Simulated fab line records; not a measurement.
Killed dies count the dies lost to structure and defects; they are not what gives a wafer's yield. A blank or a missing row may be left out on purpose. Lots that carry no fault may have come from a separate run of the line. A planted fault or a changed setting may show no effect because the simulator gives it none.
Comparing a struck lot with a sound one | flow rit_cmos | 26 steps out of a route of 202
Sound: the wafers L835.2, L835.4, L835.6. Wafers L833.3, L833.4, L833.6 were the ones struck. The cause is named last.
For every step that has rows: the tool of each side, followed by ch and its chambers, followed by its first start. Under that, the readings that differ: sound wafers | struck wafers | difference of the means | sigmas: that difference in standard deviations of wafers without a fault.
alike: readings with means less than 2 such deviations apart, plus words and numbers identical on both sides. not compared: withheld readings, readings lacking a value on some wafer, bounds such as >300 that could conceal the same value, and numbers that have no deviation in the record and whose values overlap.
The two part at a step that has a row with sigmas, a row that says differs or no value, or rows on one side only. Numbers that don't overlap but have no deviation are shown without sigmas and don't part them. A reading that every wafer of one side lacks parts them only if that side has two wafers or more.

first, 2 steps without rows for these wafers: RIT_REOX_CLEAN_02 (cleans in SC2, time 600 s); RIT_REOX_OXIDATION_03 (target thk 25.2 nm, ox time 5580 s).
RIT_REOX_THK_MEAS_04:
  sound on film_metro-02, day 5 13:30; struck on film_metro-03, day 5 04:09
  alike: REOX_OXIDE_THK
then, 6 steps without rows for these wafers: RIT_NLDD_HMDS_00 (prime time 60 s); RIT_NLDD_COAT_01 (resist thk 1000 nm); RIT_NLDD_SOFTBAKE_02 (time 60 s); RIT_NLDD_EXPOSE_03 (exposes mask M7, target cd 40700 nm); RIT_NLDD_PEB_04; RIT_NLDD_DEVELOP_05 (develop time 50 s).
RIT_NLDD_OVL_MEAS_06:
  sound on overlay-01, day 5 14:32; struck on overlay-01, day 5 05:13
  alike: NLDD_OVL
then, 2 steps without rows for these wafers: RIT_NLDD_HARDBAKE_07 (time 60 s); RIT_NLDD_IMPLANT_08.
RIT_NLDD_STRIP_09: strips in O2, time 180 s.
  sound on plasma_asher-02 ch 0,1, day 5 14:52; struck on plasma_asher-01 ch 0,1, day 5 05:36
  no value came back on the struck wafers for chamber_pressure_mTorr (mTorr), drypump_motor_current_A (A), time_s (s); on the sound wafers chamber_pressure_mTorr (mTorr) reads 4001 3995 3999
  reading                                   | sound | struck            | difference | sigmas
  model.NOVOLAK_of_NLDD_COAT_01.thk_nm (nm) | 0 0 0 | 881.6 882.8 882.4 | +882.3     |
  not compared: rf_hours_counter_h
RIT_NLDD_TW_MEAS_10:
  sound on film_metro-03, day 5 15:03; struck on film_metro-01, day 5 05:44
  alike: NLDD_TW
then, 6 steps without rows for these wafers: RIT_PLDD_HMDS_00 (prime time 60 s); RIT_PLDD_COAT_01 (resist thk 1000 nm); RIT_PLDD_SOFTBAKE_02 (time 60 s); RIT_PLDD_EXPOSE_03 (exposes mask M8, target cd 40900 nm); RIT_PLDD_PEB_04; RIT_PLDD_DEVELOP_05 (develop time 50 s).
RIT_PLDD_OVL_MEAS_06:
  sound on overlay-01, day 5 15:58; struck on overlay-02, day 5 06:41
  alike: PLDD_OVL
then, 2 steps without rows for these wafers: RIT_PLDD_HARDBAKE_07 (time 60 s); RIT_PLDD_IMPLANT_08.
RIT_PLDD_STRIP_09: strips in O2, time 180 s.
  sound on plasma_asher-04 ch 0,1, day 5 16:17; struck on plasma_asher-04 ch 0,1, day 5 07:04
  alike: chamber_pressure_mTorr, drypump_motor_current_A
  not compared: rf_hours_counter_h
RIT_PLDD_TW_MEAS_10:
  sound on film_metro-04, day 5 16:28; struck on film_metro-01, day 5 07:13
  reading | sound          | struck   | difference | sigmas
  PLDD_TW | 2330 2350 2338 | 30 30 30 | -2309      | -99 or more
then, 1 step without rows for these wafers: RIT_SPACER_CLEAN_00 (cleans in SC1, time 600 s).

## WHERE THEY PART
Last at RIT_PLDD_TW_MEAS_10 as far as this record goes, first at RIT_NLDD_STRIP_09.

WHY: what had been put in by the simulator
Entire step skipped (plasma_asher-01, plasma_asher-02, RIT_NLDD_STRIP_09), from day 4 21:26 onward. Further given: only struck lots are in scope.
